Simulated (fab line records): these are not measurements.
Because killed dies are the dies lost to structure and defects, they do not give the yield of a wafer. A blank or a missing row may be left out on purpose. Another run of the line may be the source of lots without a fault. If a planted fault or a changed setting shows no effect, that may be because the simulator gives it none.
Split-lot experiment | flow rit cmos | on a route of 202 steps: 5 lots, 23 wafers read

ON THE SPLIT
At RIT_REOX_CLEAN_01 (cleans in dHF, time 30 s), the setting time s was moved away from the recipe's 30 s on 10 of the 23 wafers read, by +7.4% to +13.9%. For the rest of the wafers, this setting stayed at what the recipe calls for.

The reading is taken at the split's own step.

THE READING
SiO2_of_FOX2_OXIDATION_00.thk nm (the simulator's own value, which no gauge read), in nm, at RIT_REOX_CLEAN_01 (cleans in dHF, time 30 s). There is no usual value for it anywhere in the file. Here, 13 wafers ran the recipe; their average is 255.2 nm with a standard deviation of 13 nm.

wafer  | tool, chamber at the split | time s as run, s | against the recipe | SiO2_of_FOX2_OXIDATION_00.thk nm, nm | against lot-mates on the recipe
L078.1 | wet bench-03, 1            | 30               | recipe             | 235                                  | -
L078.5 | wet bench-03, 1            | 30               | recipe             | 232.9                                | -
L078.6 | wet bench-03, 1            | 30               | recipe             | 230                                  | -
L079.1 | -, -                       | 32.21            | +7.4%              | 249.8                                | no lot-mate on the recipe
L079.3 | -, -                       | 32.21            | +7.4%              | 244.8                                | no lot-mate on the recipe
L079.4 | -, -                       | 32.21            | +7.4%              | 243                                  | no lot-mate on the recipe
L079.5 | -, -                       | 32.21            | +7.4%              | 248.4                                | no lot-mate on the recipe
L079.6 | -, -                       | 32.21            | +7.4%              | 242.1                                | no lot-mate on the recipe
L081.1 | -, -                       | 30               | recipe             | 264.1                                | -
L081.2 | -, -                       | 30               | recipe             | 260.4                                | -
L081.3 | -, -                       | 30               | recipe             | 268.3                                | -
L081.5 | -, -                       | 30               | recipe             | 264.8                                | -
L081.6 | -, -                       | 30               | recipe             | 262.3                                | -
L083.1 | -, -                       | 30               | recipe             | 254.4                                | -
L083.2 | -, -                       | 30               | recipe             | 261.6                                | -
L083.4 | -, -                       | 30               | recipe             | 260.1                                | -
L083.5 | -, -                       | 30               | recipe             | 259.1                                | -
L083.6 | -, -                       | 30               | recipe             | 265.2                                | -
L085.1 | -, -                       | 34.18            | +13.9%             | 196.7                                | no lot-mate on the recipe
L085.2 | -, -                       | 34.18            | +13.9%             | 203.7                                | no lot-mate on the recipe
L085.3 | -, -                       | 34.18            | +13.9%             | 204                                  | no lot-mate on the recipe
L085.4 | -, -                       | 34.18            | +13.9%             | 200.1                                | no lot-mate on the recipe
L085.5 | -, -                       | 34.18            | +13.9%             | 205.2                                | no lot-mate on the recipe

FIT RESULTS
A straight line over all 23 wafers: SiO2_of_FOX2_OXIDATION_00.thk nm changes by -3.49 nm for each +1% of time s; r = -0.85; the points scatter about the line by 13 nm.
Too few moved wafers with a lot-mate on the recipe to fit a line net of each lot's own level.

FILE'S OWN FIT
SiO2_of_FOX2_OXIDATION_00.thk nm changes by -3.49 nm for each +1% of time s, r = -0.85.
